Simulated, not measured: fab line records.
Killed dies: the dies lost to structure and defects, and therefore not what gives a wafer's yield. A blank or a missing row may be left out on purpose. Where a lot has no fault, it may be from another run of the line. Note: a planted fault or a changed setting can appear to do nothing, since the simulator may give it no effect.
fab line records -- flow rit-cmos
record lots=13, wafers=39, last-day=7
route steps=202 shown NWELL@34 PLDD@123 CONTACT@179 M1@193
lots that met no fault: taken from a fault-free run of the same line
start-h: hours from the record's opening day to when the first of the lot's shown wafers began -- wait-h: time in hours since the lot's previous step -- " as in the row above -- L1.1+2: one row covering several wafers at once -- - no value, or no start given -- * or withheld: withheld -- < > ~ a bound
route shown NAME@n: names a module that has steps shown in the file, with the first one's number in the route -- usual: average and standard deviation across the fault-free wafers -- same: alike in all rows -- chamber/n: place in a boat -- sites: each site's reading -- _std_site: how widely they spread, as a standard deviation -- _edge_site: outer sites' mean less inner sites' -- radius-mm: how far each site lies from the wafer's centre -- mask NAME#n: copy n -- behind: tool/chamber where the wafer was last shaped -- hold: the reason the lot was held/the length of the hold in hours/how it ended -- device: transistor that didn't switch, given as n, p or np -- end of line: the route-end tests of the same wafers -- for a step that has no rows: nothing shown but its recipe -- killed: dies that structure and defects cost at the first sort, which is not the same as the wafer's yield -- map: shows each die of a wafer: x if killed, . if not, _ if none is there
set.NAME: the setting as run; set.NAME@STEP: as run at that earlier step -- model.NAME: the simulator's own value behind a step, which no gauge read
one table for each step of the route and one row for each wafer, over a sample of lots
services: the hour from which a tool's chamber was out of use, counted from the record's first day as start-h (under 0 if before that day), plus the number of hours and why
## steps
# step RIT_NWELL_OVL_MEAS_06
# usual NWELL_OVL=1.2/1.5
lot.wafer,tool,chamber,start-h,wait-h,NWELL_OVL[nm]
L104.1,overlay-01,-,21.34,-,-0.1
L104.3,overlay-01,-,21.34,-,0.4
L104.6,overlay-01,-,21.34,-,-0.2
L106.2,overlay-02,-,32.65,-,1.1
L106.3,overlay-02,-,32.65,-,0.2
L106.4,overlay-02,-,32.65,-,-0.9
L107.1,overlay-01,-,35.32,-,0.4
L107.3,overlay-01,-,35.32,-,1.2
L107.4,overlay-01,-,35.32,-,1.7
L108.1,overlay-01,-,41.29,-,2.7
L108.3,overlay-01,-,41.29,-,2.7
L108.4,overlay-01,-,41.29,-,3.0
L111.1,overlay-02,-,55.78,-,2.6
L111.5,overlay-02,-,55.78,-,2.8
L111.6,overlay-02,-,55.78,-,2.9
L112.1,overlay-01,-,61.34,-,-0.3
L112.2,overlay-01,-,61.34,-,0.0
L112.6,overlay-01,-,61.34,-,0.8
L113.1,overlay-01,-,65.39,-,2.7
L113.3,overlay-01,-,65.39,-,4.0
L113.4,overlay-01,-,65.39,-,3.0
L115.1,overlay-02,-,77.74,-,1.0
L115.2,overlay-02,-,77.74,-,2.1
L115.4,overlay-02,-,77.74,-,0.7
L116.1,overlay-01,-,80.44,-,-0.2
L116.5,overlay-01,-,80.44,-,-1.1
L116.6,overlay-01,-,80.44,-,-1.1
L117.2,overlay-01,-,85.85,-,4.4
L117.4,overlay-01,-,85.85,-,2.7
L117.5,overlay-01,-,85.85,-,2.4
L120.1,overlay-01,-,100.51,-,1.2
L120.3,overlay-01,-,100.51,-,1.0
L120.6,overlay-01,-,100.51,-,2.0
L122.2,overlay-01,-,111.09,-,3.0
L122.4,overlay-01,-,111.09,-,1.9
L122.5,overlay-01,-,111.09,-,2.7
L126.2,overlay-01,-,130.43,-,-3.1
L126.4,overlay-01,-,130.43,-,-1.3
L126.5,overlay-01,-,130.43,-,-1.2
# step RIT_PLDD_STRIP_09
# recipe chemistry=O2, time-s=180, resist=NOVOLAK, platen-temp-c=withheld, power-w=500, pressure-mtorr=4000, o2-flow-sccm=4000
# usual drypump-motor-current-A=5.6/0.46
lot.wafer,tool,chamber,start-h,wait-h,drypump-motor-current-A,rf-hours-counter-h
L104.1,plasma-asher-03,0,43.04,0.1,5.9,38
L104.3,plasma-asher-03,0,43.04,0.1,5.9,-
L104.6,plasma-asher-03,1,43.04,0.1,5.8,-
L106.2,plasma-asher-02,1,55.03,0.1,5.8,43
L106.3,plasma-asher-02,1,55.03,0.1,5.8,-
L106.4,plasma-asher-02,0,55.03,0.1,5.9,-
L107.1,plasma-asher-02,0,59.25,0.1,5.9,43
L107.3,plasma-asher-02,1,59.25,0.1,5.8,-
L107.4,plasma-asher-02,0,59.25,0.1,5.9,-
L108.1,plasma-asher-01,0,63.13,0.1,4.6,41
L108.3,plasma-asher-01,0,63.13,0.1,4.6,-
L108.4,plasma-asher-01,1,63.13,0.1,5.2,-
L111.1,plasma-asher-03,1,77.83,0.1,5.9,41
L111.5,plasma-asher-03,1,77.83,0.1,5.8,-
L111.6,plasma-asher-03,0,77.83,0.1,6.0,-
L112.1,plasma-asher-03,0,84.00,0.1,5.9,42
L112.2,plasma-asher-03,1,84.00,0.1,5.9,42
L112.6,plasma-asher-03,1,84.00,0.1,5.9,-
L113.1,plasma-asher-01,0,89.34,0.1,4.7,44
L113.3,plasma-asher-01,0,89.34,0.1,4.7,-
L113.4,plasma-asher-01,1,89.34,0.1,5.2,-
L115.1,plasma-asher-03,0,99.84,0.1,5.9,44
L115.2,plasma-asher-03,1,99.84,0.1,5.8,44
L115.4,plasma-asher-03,1,99.84,0.1,5.8,-
L116.1,plasma-asher-01,1,102.75,0.1,5.2,46
L116.5,plasma-asher-01,1,102.75,0.1,5.2,-
L116.6,plasma-asher-01,0,102.75,0.1,4.7,-
L117.2,plasma-asher-01,0,110.60,0.1,4.7,47
L117.4,plasma-asher-01,1,110.60,0.1,5.2,-
L117.5,plasma-asher-01,0,110.60,0.1,4.7,-
L120.1,plasma-asher-03,0,124.10,0.1,5.9,47
L120.3,plasma-asher-03,0,124.10,0.1,5.9,-
L120.6,plasma-asher-03,1,124.10,0.1,5.8,-
L122.2,plasma-asher-02,0,133.56,0.1,5.9,2
L122.4,plasma-asher-02,0,133.56,0.1,5.9,-
L122.5,plasma-asher-02,1,133.56,0.1,5.8,-
L126.2,plasma-asher-02,0,153.91,0.1,5.9,4
L126.4,plasma-asher-02,0,153.91,0.1,5.9,-
L126.5,plasma-asher-02,0,153.91,0.1,5.9,-
# step RIT_CONTACT_ETCH_11
# recipe target-depth-a=4800, over-etch-frac=0.2, stop-on=TiSi2, chemistry=CHF3/CF4/Ar, target=SiO2, CHF3_flow_sccm=50, cf4-flow-sccm=10, Ar_flow_sccm=100, O2_flow_sccm=5, pressure-mtorr=100, rf-w=200, time-s=320
# usual drypump-motor-current-A=5.8/0.36, oes-product-au=0.993/0.014, over-etch-frac=0.2/0, throttle-valve-pct=8.84/0.15
lot.wafer,tool,chamber,start-h,wait-h,drypump-motor-current-A,oes-product-au,over-etch-frac,rf-hours-counter-h,throttle-valve-pct
L104.1,rie-diel-03,2,51.97,0.1,5.3,1.008,0.2,113,8.95
L104.3,rie-diel-03,0,51.97,0.1,5.7,0.975,0.2,38,8.96
L104.6,rie-diel-03,0,51.97,0.1,5.7,0.987,0.2,-,8.94
L106.2,rie-diel-03,2,63.93,0.1,5.3,1.005,0.2,113,8.94
L106.3,rie-diel-03,3,63.93,0.1,5.8,1.009,0.2,61,8.82
L106.4,rie-diel-03,0,63.93,0.1,5.7,0.981,0.2,39,8.94
L107.1,rie-diel-03,3,67.68,0.1,5.8,1.003,0.2,61,8.82
L107.3,rie-diel-03,2,67.68,0.1,5.3,1.010,0.2,114,8.95
L107.4,rie-diel-03,0,67.68,0.1,5.7,0.991,0.2,39,8.94
L108.1,rie-diel-01,0,71.84,0.1,6.1,0.992,0.2,149,8.71
L108.3,rie-diel-01,3,71.84,0.1,5.5,0.985,0.2,4,8.87
L108.4,rie-diel-01,1,71.84,0.1,5.8,0.990,0.2,0,8.87
L111.1,rie-diel-03,0,86.87,0.1,5.7,0.982,0.2,39,8.92
L111.5,rie-diel-03,3,86.87,0.1,5.8,1.009,0.2,-,8.83
L111.6,rie-diel-03,0,86.87,0.1,5.7,0.990,0.2,-,8.94
L112.1,rie-diel-01,2,92.63,0.1,6.2,1.020,0.2,53,8.78
L112.2,rie-diel-01,1,92.63,0.1,5.8,0.979,0.2,0,8.87
L112.6,rie-diel-01,3,92.63,0.1,5.5,0.988,0.2,-,8.85
L113.1,rie-diel-01,3,97.86,0.1,5.5,0.983,0.2,5,8.86
L113.3,rie-diel-01,1,97.86,0.1,5.8,0.987,0.2,1,8.89
L113.4,rie-diel-01,0,97.86,0.1,6.1,0.988,0.2,150,8.72
L115.1,rie-diel-03,3,108.72,0.1,5.8,1.006,0.2,62,8.81
L115.2,rie-diel-03,1,108.72,0.1,6.1,0.992,0.2,139,8.60
L115.4,rie-diel-03,2,108.72,0.1,5.3,1.012,0.2,114,8.95
L116.1,rie-diel-01,0,111.47,0.1,6.1,0.986,0.2,150,8.70
L116.5,rie-diel-01,1,111.47,0.1,5.8,0.979,0.2,-,8.89
L116.6,rie-diel-01,2,111.47,0.1,6.2,1.006,0.2,-,8.77
L117.2,rie-diel-01,3,119.46,0.1,5.5,0.981,0.2,5,8.88
L117.4,rie-diel-01,2,119.46,0.1,6.2,1.024,0.2,53,8.78
L117.5,rie-diel-01,2,119.46,0.1,6.2,1.011,0.2,-,8.78
L120.1,rie-diel-01,0,133.26,0.1,6.1,0.988,0.7,151,8.71
L120.3,rie-diel-01,2,133.26,0.1,6.2,1.014,0.2,53,8.79
L120.6,rie-diel-01,0,133.26,0.1,6.1,0.988,0.7,-,8.69
L122.2,rie-diel-03,0,142.52,0.1,5.7,0.979,0.2,40,8.95
L122.4,rie-diel-03,3,142.52,0.1,5.8,1.000,0.2,62,8.83
L122.5,rie-diel-03,0,142.52,0.1,5.7,0.974,0.2,-,8.94
L126.2,rie-diel-03,1,163.22,0.1,6.2,0.992,0.2,140,8.62
L126.4,rie-diel-03,3,163.22,0.1,5.9,1.006,0.2,63,8.82
L126.5,rie-diel-03,2,163.22,0.1,5.3,1.011,0.2,-,8.94
# step RIT_M1_CD_MEAS_09
# recipe target-cd-nm=2600
# usual cd-nm=2600.3/2.1
lot.wafer,tool,chamber,start-h,wait-h,cd-nm
L104.1,cd-sem-01,-,54.29,-,2601.8
L104.3,cd-sem-01,-,54.29,-,2600.8
L104.6,cd-sem-01,-,54.29,-,2600.5
L106.2,cd-sem-02,-,66.30,-,2603.5
L106.3,cd-sem-02,-,66.30,-,2603.9
L106.4,cd-sem-02,-,66.30,-,2601.8
L107.1,cd-sem-01,-,70.02,-,2599.1
L107.3,cd-sem-01,-,70.02,-,2600.6
L107.4,cd-sem-01,-,70.02,-,2600.4
L108.1,cd-sem-01,-,74.05,-,2600.7
L108.3,cd-sem-01,-,74.05,-,2599.3
L108.4,cd-sem-01,-,74.05,-,2599.4
L111.1,cd-sem-01,-,89.21,-,2598.9
L111.5,cd-sem-01,-,89.21,-,2600.6
L111.6,cd-sem-01,-,89.21,-,2599.0
L112.1,cd-sem-02,-,94.84,-,2600.3
L112.2,cd-sem-02,-,94.84,-,2600.8
L112.6,cd-sem-02,-,94.84,-,2601.0
L113.1,cd-sem-01,-,100.19,-,2600.4
L113.3,cd-sem-01,-,100.19,-,2600.9
L113.4,cd-sem-01,-,100.19,-,2600.8
L115.1,cd-sem-01,-,111.20,-,2603.9
L115.2,cd-sem-01,-,111.20,-,2601.6
L115.4,cd-sem-01,-,111.20,-,2604.1
L116.1,cd-sem-01,-,113.82,-,2604.3
L116.5,cd-sem-01,-,113.82,-,2603.6
L116.6,cd-sem-01,-,113.82,-,2603.5
L117.2,cd-sem-01,-,121.97,-,2597.5
L117.4,cd-sem-01,-,121.97,-,2599.1
L117.5,cd-sem-01,-,121.97,-,2598.8
L120.1,cd-sem-01,-,135.67,-,2598.1
L120.3,cd-sem-01,-,135.67,-,2598.5
L120.6,cd-sem-01,-,135.67,-,2599.6
L122.2,cd-sem-02,-,144.73,-,2604.7
L122.4,cd-sem-02,-,144.73,-,2603.1
L122.5,cd-sem-02,-,144.73,-,2603.1
L126.2,cd-sem-01,-,165.59,-,2598.3
L126.4,cd-sem-01,-,165.59,-,2600.4
L126.5,cd-sem-01,-,165.59,-,2601.2
# step RIT_M1_PROBE_99
# usual killed-at-front-end=6/3.1, killed-dies=6/3.1, killed-open=3.4/1.9, killed-short=3.1/2
# same gross-dies=264, killed_at_M0_to_M3=0, killed_at_M4_up=0, killed-at-back-side=0, killed-at-contacts=0, killed-at-other=0
lot.wafer,tool,chamber,start-h,wait-h,killed-at-front-end,killed-dies,killed-open,killed-short
L104.1,prober-02,-,56.95,0.1,8,8,6,2
L104.3,prober-02,-,57.05,0.2,6,6,1,5
L104.6,prober-02,-,57.20,0.2,7,7,5,2
L106.2,prober-02,-,70.20,0.1,3,3,2,1
L106.3,prober-02,-,70.25,0.2,2,2,0,2
L106.4,prober-02,-,70.30,0.2,9,9,5,4
L107.1,prober-02,-,72.68,0.1,5,5,5,0
L107.3,prober-02,-,72.78,0.2,10,10,6,4
L107.4,prober-02,-,72.83,0.2,8,8,5,3
L108.1,prober-01,-,76.78,0.1,3,3,2,1
L108.3,prober-01,-,76.88,0.2,2,2,0,2
L108.4,prober-01,-,76.93,0.2,2,2,2,0
L111.1,prober-02,-,91.88,0.1,5,5,3,2
L111.5,prober-02,-,92.08,0.2,8,8,4,4
L111.6,prober-02,-,92.13,0.2,6,6,2,4
L112.1,prober-01,-,98.54,0.1,14,14,8,6
L112.2,prober-01,-,98.59,0.1,7,7,3,4
L112.6,prober-01,-,98.79,0.2,4,4,1,3
L113.1,prober-02,-,103.67,0.1,8,8,4,4
L113.3,prober-02,-,103.77,0.2,9,9,4,5
L113.4,prober-02,-,103.82,0.2,10,10,3,7
L115.1,prober-02,-,114.75,0.1,3,3,2,1
L115.2,prober-02,-,114.80,0.1,10,10,4,6
L115.4,prober-02,-,114.90,0.2,7,7,4,3
L116.1,prober-01,-,116.50,0.1,10,10,6,4
L116.5,prober-01,-,116.70,0.2,9,9,3,6
L116.6,prober-01,-,116.75,0.2,8,8,3,5
L117.2,prober-02,-,124.69,0.1,11,11,5,6
L117.4,prober-02,-,124.79,0.2,6,6,4,2
L117.5,prober-02,-,124.84,0.2,5,5,3,2
L120.1,prober-01,-,138.33,0.1,5,5,4,1
L120.3,prober-01,-,138.43,0.2,6,6,4,2
L120.6,prober-01,-,138.58,0.2,6,6,4,2
L122.2,prober-01,-,147.88,0.1,6,6,3,3
L122.4,prober-01,-,147.98,0.2,11,11,6,5
L122.5,prober-01,-,148.03,0.2,4,4,3,1
L126.2,prober-01,-,168.54,0.1,8,8,6,2
L126.4,prober-01,-,168.64,0.2,7,7,3,4
L126.5,prober-01,-,168.69,0.2,4,4,2,2
# killed by level:class
L104.1 GATE:geometric-particle:open=3 FOX1:geometric-particle:open=2 GATE:geometric-particle:short=1 REOX:geometric-particle:short=1 SILICIDE:geometric-particle:open=1
L104.3 SILICIDE:geometric-particle:short=2 FOX1:geometric-particle:short=1 GATE:geometric-particle:open=1 GATE:geometric-particle:short=1 REOX:geometric-particle:short=1
L104.6 GATE:geometric-particle:open=5 FOX1:geometric-particle:short=1 GATE:geometric-particle:short=1
L106.2 GATE:geometric-particle:open=1 REOX:geometric-particle:short=1 SILICIDE:geometric-particle:open=1
L106.3 GATE:geometric-particle:short=1 REOX:geometric-particle:short=1
L106.4 FOX2:geometric-particle:open=3 GATE:geometric-particle:short=1 REOX:geometric-particle:open=1 REOX:geometric-particle:short=1 SPACER:geometric-particle:short=1 SILICIDE:geometric-particle:open=1 SILICIDE:geometric-particle:short=1
L107.1 GATE:geometric-particle:open=3 SPACER:geometric-particle:open=1 SILICIDE:geometric-particle:open=1
L107.3 GATE:geometric-particle:open=5 FOX1:geometric-particle:short=1 FOX2:geometric-particle:short=1 GATE:geometric-particle:short=1 REOX:geometric-particle:short=1 SILICIDE:geometric-particle:open=1
L107.4 GATE:geometric-particle:open=2 FOX1:geometric-particle:open=1 GATE:geometric-particle:short=1 SPACER:geometric-particle:open=1 SPACER:geometric-particle:short=1 SILICIDE:geometric-particle:short=1 SILICIDE:geometric-particle:open=1
L108.1 GATE:geometric-particle:open=1 GATE:geometric-particle:short=1 SILICIDE:geometric-particle:open=1
L108.3 FOX1:geometric-particle:short=1 SILICIDE:geometric-particle:short=1
L108.4 REOX:geometric-particle:open=2
L111.1 GATE:geometric-particle:open=2 FOX2:geometric-particle:short=1 GATE:geometric-particle:short=1 REOX:geometric-particle:open=1
L111.5 GATE:geometric-particle:short=3 GATE:geometric-particle:open=2 REOX:geometric-particle:open=2 REOX:geometric-particle:short=1
L111.6 FOX1:geometric-particle:open=1 GATE:geometric-particle:short=1 REOX:geometric-particle:short=1 REOX:geometric-particle:open=1 SPACER:geometric-particle:short=1 SILICIDE:geometric-particle:short=1
L112.1 GATE:geometric-particle:open=4 REOX:geometric-particle:short=3 FOX1:geometric-particle:short=2 REOX:geometric-particle:open=2 ACTIVE:geometric-particle:open=1 SILICIDE:geometric-particle:open=1 SILICIDE:geometric-particle:short=1
L112.2 FOX2:geometric-particle:short=2 FOX1:geometric-particle:short=1 FOX1:geometric-particle:open=1 GATE:geometric-particle:open=1 SPACER:geometric-particle:open=1 SPACER:geometric-particle:short=1
L112.6 GATE:geometric-particle:short=2 GATE:geometric-particle:open=1 SPACER:geometric-particle:short=1
L113.1 FOX1:geometric-particle:open=1 FOX2:geometric-particle:short=1 GATE:geometric-particle:short=1 GATE:geometric-particle:open=1 REOX:geometric-particle:open=1 REOX:geometric-particle:short=1 SPACER:geometric-particle:open=1 SPACER:geometric-particle:short=1
L113.3 GATE:geometric-particle:short=3 FOX1:geometric-particle:open=2 FOX1:geometric-particle:short=2 SPACER:geometric-particle:open=1 SILICIDE:geometric-particle:open=1
L113.4 GATE:geometric-particle:short=3 FOX1:geometric-particle:short=1 FOX1:geometric-particle:open=1 FOX2:geometric-particle:short=1 GATE:geometric-particle:open=1 SPACER:geometric-particle:short=1 SPACER:geometric-particle:open=1 SILICIDE:geometric-particle:short=1
L115.1 FOX1:geometric-particle:open=1 FOX2:geometric-particle:open=1 SPACER:geometric-particle:short=1
L115.2 FOX1:geometric-particle:short=2 GATE:geometric-particle:open=2 SPACER:geometric-particle:short=2 GATE:geometric-particle:short=1 REOX:geometric-particle:open=1 REOX:geometric-particle:short=1 SILICIDE:geometric-particle:open=1
L115.4 SILICIDE:geometric-particle:open=3 GATE:geometric-particle:short=2 REOX:geometric-particle:open=1 SPACER:geometric-particle:short=1
L116.1 FOX1:geometric-particle:short=2 FOX1:geometric-particle:open=2 GATE:geometric-particle:short=2 FOX2:geometric-particle:open=1 GATE:geometric-particle:open=1 REOX:geometric-particle:open=1 SPACER:geometric-particle:open=1
L116.5 GATE:geometric-particle:short=3 SPACER:geometric-particle:open=3 FOX1:geometric-particle:short=1 FOX2:geometric-particle:short=1 REOX:geometric-particle:short=1
L116.6 GATE:geometric-particle:short=2 SPACER:geometric-particle:short=2 FOX1:geometric-particle:open=1 FOX1:geometric-particle:short=1 SPACER:geometric-particle:open=1 SILICIDE:geometric-particle:open=1
L117.2 GATE:geometric-particle:short=3 GATE:geometric-particle:open=2 SILICIDE:geometric-particle:open=2 FOX2:geometric-particle:open=1 FOX2:geometric-particle:short=1 SPACER:geometric-particle:short=1 SILICIDE:geometric-particle:short=1
L117.4 GATE:geometric-particle:open=3 GATE:geometric-particle:short=2 FOX2:geometric-particle:open=1
L117.5 GATE:geometric-particle:open=2 FOX2:geometric-particle:short=1 REOX:geometric-particle:open=1 SPACER:geometric-particle:short=1
L120.1 GATE:geometric-particle:open=1 REOX:geometric-particle:open=1 SPACER:geometric-particle:open=1 SILICIDE:geometric-particle:open=1 SILICIDE:geometric-particle:short=1
L120.3 SILICIDE:geometric-particle:open=2 FOX2:geometric-particle:open=1 GATE:geometric-particle:open=1 GATE:geometric-particle:short=1 REOX:geometric-particle:short=1
L120.6 SPACER:geometric-particle:open=2 FOX1:geometric-particle:open=1 GATE:geometric-particle:open=1 REOX:geometric-particle:short=1 SILICIDE:geometric-particle:short=1
L122.2 REOX:geometric-particle:short=2 FOX1:geometric-particle:open=1 GATE:geometric-particle:open=1 SPACER:geometric-particle:open=1 SILICIDE:geometric-particle:short=1
L122.4 GATE:geometric-particle:open=3 GATE:geometric-particle:short=2 FOX1:geometric-particle:short=1 FOX1:geometric-particle:open=1 REOX:geometric-particle:short=1 SPACER:geometric-particle:open=1 SILICIDE:geometric-particle:short=1 SILICIDE:geometric-particle:open=1
L122.5 REOX:geometric-particle:open=1 SPACER:geometric-particle:short=1 SPACER:geometric-particle:open=1 SILICIDE:geometric-particle:open=1
L126.2 GATE:geometric-particle:open=3 SPACER:geometric-particle:open=2 FOX1:geometric-particle:open=1 GATE:geometric-particle:short=1 SILICIDE:geometric-particle:short=1
L126.4 GATE:geometric-particle:open=2 FOX1:geometric-particle:short=1 GATE:geometric-particle:short=1 REOX:geometric-particle:short=1 SILICIDE:geometric-particle:open=1 SILICIDE:geometric-particle:short=1
L126.5 GATE:geometric-particle:short=2 GATE:geometric-particle:open=2
## services
tool,chamber,start-h,hours,kind
rie-diel-01,0,30.76,19.4,repair
rie-diel-01,1,32.34,2.6,repair
rie-diel-03,0,33.76,4.5,repair
rie-diel-01,1,50.16,-,clean
rie-diel-01,1,50.16,19.1,scheduled-down
rie-diel-01,1,50.16,19.1,vent-cycle
rie-diel-01,-,60.98,4.1,repair
rie-diel-01,-,67.61,0.7,repair
plasma-asher-02,-,108.75,9.0,pm
plasma-asher-02,0,108.75,9.0,vent-cycle
plasma-asher-02,1,108.75,9.0,vent-cycle
rie-diel-03,0,109.35,9.4,repair
rie-diel-03,1,113.32,8.1,repair
plasma-asher-02,0,117.75,-,clean
plasma-asher-02,1,117.75,-,clean
rie-diel-01,0,146.91,-,clean
rie-diel-01,0,146.91,17.6,scheduled-down
rie-diel-01,0,146.91,17.6,vent-cycle
## key
first-sign step=RIT_CONTACT_ETCH_11, reading=over-etch-frac, direction=up, sigmas=99+, usual=0.2, struck=0.7
effect none on later readings
met-at RIT_CONTACT_ETCH_11
struck-lots L120
struck-wafers L120.1,L120.6
tester-left-out L120
not-acting-at RIT_NWELL_OVL_MEAS_06,RIT_PLDD_STRIP_09,RIT_M1_CD_MEAS_09
onset-between 111.47 133.26
fault kind=process-parameter-drift, tool=rie-diel-01, chamber=0, onset-h=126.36, steps=RIT_CONTACT_ETCH_11, channel=over-etch-frac, offset=0.5, shape=step, end-h=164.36, stated=0.2
# tester-left-out: of these lots the tester's yield and bins aren't shown, on N5 and GAA mostly nor the transistor test; their killed dies are dies lost to structure and defects alone, not to doping, threshold or leakage, so they don't give the yield
